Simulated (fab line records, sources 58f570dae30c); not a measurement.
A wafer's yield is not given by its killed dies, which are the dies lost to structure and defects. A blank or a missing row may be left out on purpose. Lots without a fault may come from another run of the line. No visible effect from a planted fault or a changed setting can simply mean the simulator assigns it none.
Split-lot trial -- flow berkeleyCmos170 -- 23 wafers read from 5 lots, route of 331 steps

THE SPLIT ITSELF
At UCB170_START_OXIDATION_02 (target thk 20 nm, ox time 1800 s), the setting oxTimeS was moved away from the recipe's 1800 s on 10 of the 23 wafers read, by -14.7% to +12.1%. For the rest of the wafers, this setting stayed at what the recipe calls for.

Split to reading: the file shows no intervening step.

THE READING
START_OXIDE_THK at UCB170_START_THK_MEAS_03, in nm. Typical for fault-free wafers on this fab line: 20.2 nm, with standard deviation 0.34 nm.

wafer,"tool, chamber at the split","oxTimeS as run, s",against the recipe,"START_OXIDE_THK, nm",against lot-mates on the recipe
L078.1,"furnace-03, 0",1800,recipe,20.2,-
L078.4,"furnace-03, 0",1800,recipe,20.1,-
L078.5,"furnace-03, 0",1800,recipe,20.1,-
L079.1,"-, -",2018,+12.1%,21.5,no lot-mate on the recipe
L079.2,"-, -",2018,+12.1%,21.3,no lot-mate on the recipe
L079.4,"-, -",2018,+12.1%,21.4,no lot-mate on the recipe
L079.5,"-, -",2018,+12.1%,21.2,no lot-mate on the recipe
L079.6,"-, -",2018,+12.1%,21.6,no lot-mate on the recipe
L080.1,"-, -",1800,recipe,19.9,-
L080.3,"-, -",1800,recipe,19.9,-
L080.4,"-, -",1800,recipe,20.1,-
L080.5,"-, -",1800,recipe,20.2,-
L080.6,"-, -",1800,recipe,20.0,-
L081.1,"-, -",1535,-14.7%,18.2,no lot-mate on the recipe
L081.2,"-, -",1535,-14.7%,18.3,no lot-mate on the recipe
L081.3,"-, -",1535,-14.7%,17.8,no lot-mate on the recipe
L081.5,"-, -",1535,-14.7%,18.2,no lot-mate on the recipe
L081.6,"-, -",1535,-14.7%,18.3,no lot-mate on the recipe
L084.1,"-, -",1800,recipe,20.6,-
L084.2,"-, -",1800,recipe,20.7,-
L084.3,"-, -",1800,recipe,20.7,-
L084.5,"-, -",1800,recipe,20.8,-
L084.6,"-, -",1800,recipe,20.2,-

THE FIT
A straight line over all 23 wafers: START_OXIDE_THK changes by +0.122 nm for each +1% of oxTimeS; r = +0.96; the points scatter about the line by 0.32 nm.
Too few moved wafers have a lot-mate on the recipe to fit a line with each lot's own level taken away.

THE WHOLE CHAIN: every reading that the file lists as answering this split, in the file's order
step,what it does,reading,change (the file's fit),r (the file's)
UCB170_START_OXIDATION_02,"target thk 20 nm, ox time 1800 s","SiO2_of_START_OXIDATION_02.thkNm (the simulator's own value, which no gauge read)",+0.123 nm for each +1% of the setting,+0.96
UCB170_START_THK_MEAS_03,,START_OXIDE_THK,+0.122 for each +1% of the setting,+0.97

THE FILE'S OWN FIT
START_OXIDE_THK changes by +0.122 nm for each +1% of oxTimeS, r = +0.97.
